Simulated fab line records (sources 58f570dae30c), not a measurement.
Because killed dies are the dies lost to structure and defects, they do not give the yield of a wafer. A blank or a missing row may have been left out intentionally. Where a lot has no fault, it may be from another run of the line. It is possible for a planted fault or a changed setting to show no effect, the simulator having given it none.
The tool behind it: which one? ; flow berkeley-cmos170 ; 13 lots, 39 wafers sampled, at 4 steps of a route of 331

== WHAT THE GAUGES SHOWED, per wafer ==
UCB170_PVT_TW_MEAS_09.
lot;measured;on;PVT_TW
L682;day 6 10:41;film-metro-04;509.7 511.4 510.7
L686;day 7 08:52;film-metro-03;509.4 507.2 507.9
L685;day 7 09:37;film-metro-03;509.7 509.8 510.1
L683;day 7 09:27;film-metro-02;505.9 506.4 505.0
L688;day 7 15:05;film-metro-03;508.7 508.5 508.2
L695;day 8 22:11;film-metro-04;514.3 515.2 513.4
L692;day 8 22:17;film-metro-03;573.7 573.5 572.5
L694;day 8 22:44;film-metro-02;575.5 570.7 573.7
L696;day 9 13:17;film-metro-04;513.0 510.0 510.0
L701;day 9 19:11;film-metro-02;507.5 512.3 508.2
L699;day 9 19:25;film-metro-03;504.6 505.5 507.8
L702;day 10 13:43;film-metro-03;508.6 507.6 509.7
L704;day 10 14:16;film-metro-04;510.4 509.8 511.5

UCB170_GATE_CD_MEAS_12: target cd 350 nm.
lot;measured;on;cd-nm (nm)
L682;day 6 23:34;cd-sem-01;350.1 349.8 349.3
L686;day 7 21:17;cd-sem-02;352.3 351.9 352.5
L685;day 7 21:58;cd-sem-01;350.1 349.8 351.5
L683;day 7 21:33;cd-sem-01;349.0 349.1 349.8
L688;day 8 01:02;cd-sem-01;347.8 348.5 349.4
L695;day 9 10:05;cd-sem-02;349.8 349.7 349.4
L692;day 9 09:54;cd-sem-01;348.8 349.7 350.6
L694;day 9 10:37;cd-sem-02;349.5 350.3 348.5
L696;day 9 21:57;cd-sem-01;350.5 350.7 351.0
L701;day 10 11:53;cd-sem-02;351.0 350.9 350.8
L699;day 10 11:41;cd-sem-02;349.7 348.6 348.6
L702;day 11 02:49;cd-sem-02;349.5 348.9 349.2
L704;day 11 03:09;cd-sem-01;350.2 351.0 350.8

== WHAT TOOL EACH LOT RAN ON (gives the tool, then ch and the chambers of the sampled wafers, and finally the start) ==
lot;UCB170_NVT_STRIP_08;UCB170_PVT_IMPLANT_07
L682;plasma-asher-04 ch 0,1, day 6 08:41;implanter-01 ch 0, day 6 10:26
L686;plasma-asher-03 ch 1, day 7 04:55;implanter-02 ch 0, day 7 08:37
L685;plasma-asher-01 ch 0,1, day 7 05:04;implanter-04 ch 0, day 7 09:22
L683;plasma-asher-04 ch 0,1, day 7 05:13;implanter-02 ch 0, day 7 09:12
L688;plasma-asher-04 ch 0,1, day 7 13:20;implanter-02 ch 0, day 7 14:50
L695;plasma-asher-01 ch 0,1, day 8 19:50;implanter-01 ch 0, day 8 21:57
L692;plasma-asher-01 ch 0,1, day 8 20:02;implanter-04 ch 0, day 8 22:02
L694;plasma-asher-01 ch 0,1, day 8 20:19;implanter-04 ch 0, day 8 22:29
L696;plasma-asher-03 ch 0,1, day 9 06:45;implanter-02 ch 0, day 9 13:04
L701;plasma-asher-03 ch 0,1, day 9 17:14;implanter-01 ch 0, day 9 18:58
L699;plasma-asher-01 ch 0,1, day 9 17:25;implanter-02 ch 0, day 9 19:10
L702;plasma-asher-01 ch 0, day 10 10:18;implanter-01 ch 0, day 10 13:28
L704;plasma-asher-04 ch 0,1, day 10 10:54;implanter-01 ch 0, day 10 14:01
- UCB170_NVT_STRIP_08: strips in O2.
- UCB170_PVT_IMPLANT_07

== AS READ BY THE TOOLS THEMSELVES (means over the sampled wafers that have a number; for cases with no such wafer, the mark the record gives instead) ==
UCB170_NVT_STRIP_08.
lot;tool;drypump-motor-current-A (A);oes-product-au (a.u.);strip-time-to-endpoint-s (s)
L682;plasma-asher-04;6.1;0.734;21.55
L686;plasma-asher-03;5.2;0.736;21.66
L685;plasma-asher-01;5.5;0.732;21.65
L683;plasma-asher-04;6.1;0.736;21.57
L688;plasma-asher-04;6.0;0.737;21.62
L695;plasma-asher-01;5.3;0.732;21.64
L692;plasma-asher-01;5.3;0.730;21.68
L694;plasma-asher-01;5.5;0.737;21.55
L696;plasma-asher-03;5.4;0.733;21.63
L701;plasma-asher-03;5.5;0.734;21.47
L699;plasma-asher-01;5.5;0.736;21.61
L702;plasma-asher-01;5.7;0.736;21.70
L704;plasma-asher-04;6.1;0.739;21.62

UCB170_PVT_IMPLANT_07.
lot;tool;dose-ions-cm2;faraday-current-uA
L682;implanter-01;1.9979e+12;6.40
L686;implanter-02;1.9991e+12;6.27
L685;implanter-04;1.9981e+12;6.15
L683;implanter-02;1.9989e+12;6.37
L688;implanter-02;2.0010e+12;6.31
L695;implanter-01;2.0007e+12;6.28
L692;implanter-04;2.9507e+12;9.23
L694;implanter-04;2.9520e+12;9.50
L696;implanter-02;2.0005e+12;6.40
L701;implanter-01;1.9983e+12;6.20
L699;implanter-02;1.9991e+12;6.38
L702;implanter-01;1.9993e+12;6.38
L704;implanter-01;2.0004e+12;6.22

== THE ANSWER, worked out from the rows above alone ==
Rule: the usual values come from the lots themselves. Put in order of their means at a reading, lots are off if they are a third of the lots or fewer, leave a main group of 4 or more, and stand apart from it by a gap of 3 or more times the standard deviation of the main group's means; of several such gaps the widest counts. Not used: any main group whose means are identical at the precision the tables above print for the reading. Also off: a lot with no number at a reading for which 4 or more lots have one. The other lots that the step has rows for count as sound. The gauges are gone through in route order, then the tools' own readings, and for those a lot's mean is taken as printed above. The first step at which some lot is off is used, and at that step the reading that is off furthest; a lot without a number counts as furthest.
Off: at UCB170_PVT_TW_MEAS_09 (PVT_TW), L692, L694. For the main group the mean is 509.3 and the standard deviation 2.3.
If a tool, at a process step before that reading, ran all the lots that are off and no sound lot after the first of them, it fits. Not tried: the gauges at UCB170_PVT_TW_MEAS_09; whatever is off there is also off at UCB170_PVT_IMPLANT_07, on other tools, and gauge error can't account for it. One candidate fits, namely implanter-04 at UCB170_PVT_IMPLANT_07. Its last sound lot is L685 (day 7 09:22), its first lot that is off L692 (day 8 22:02): a fault that began between those two fits.
The tool's own readings at UCB170_PVT_IMPLANT_07 bear it out: on the lots that are off they differ by more than 5 times the standard deviation of the sound lots' means. dose-ions-cm2 reads 2.9514e+12 there against 1.9994e+12 on the sound lots; faraday-current-uA reads 9.37 there against 6.31 on the sound lots.

== WHAT HAD BEEN PUT IN BY THE SIMULATOR ==
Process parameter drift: implanter-04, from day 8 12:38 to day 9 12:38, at UCB170_PVT_IMPLANT_07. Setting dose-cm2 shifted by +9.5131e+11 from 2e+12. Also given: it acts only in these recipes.
Struck lots among those shown: L692, L694. Same finding as the rule above.
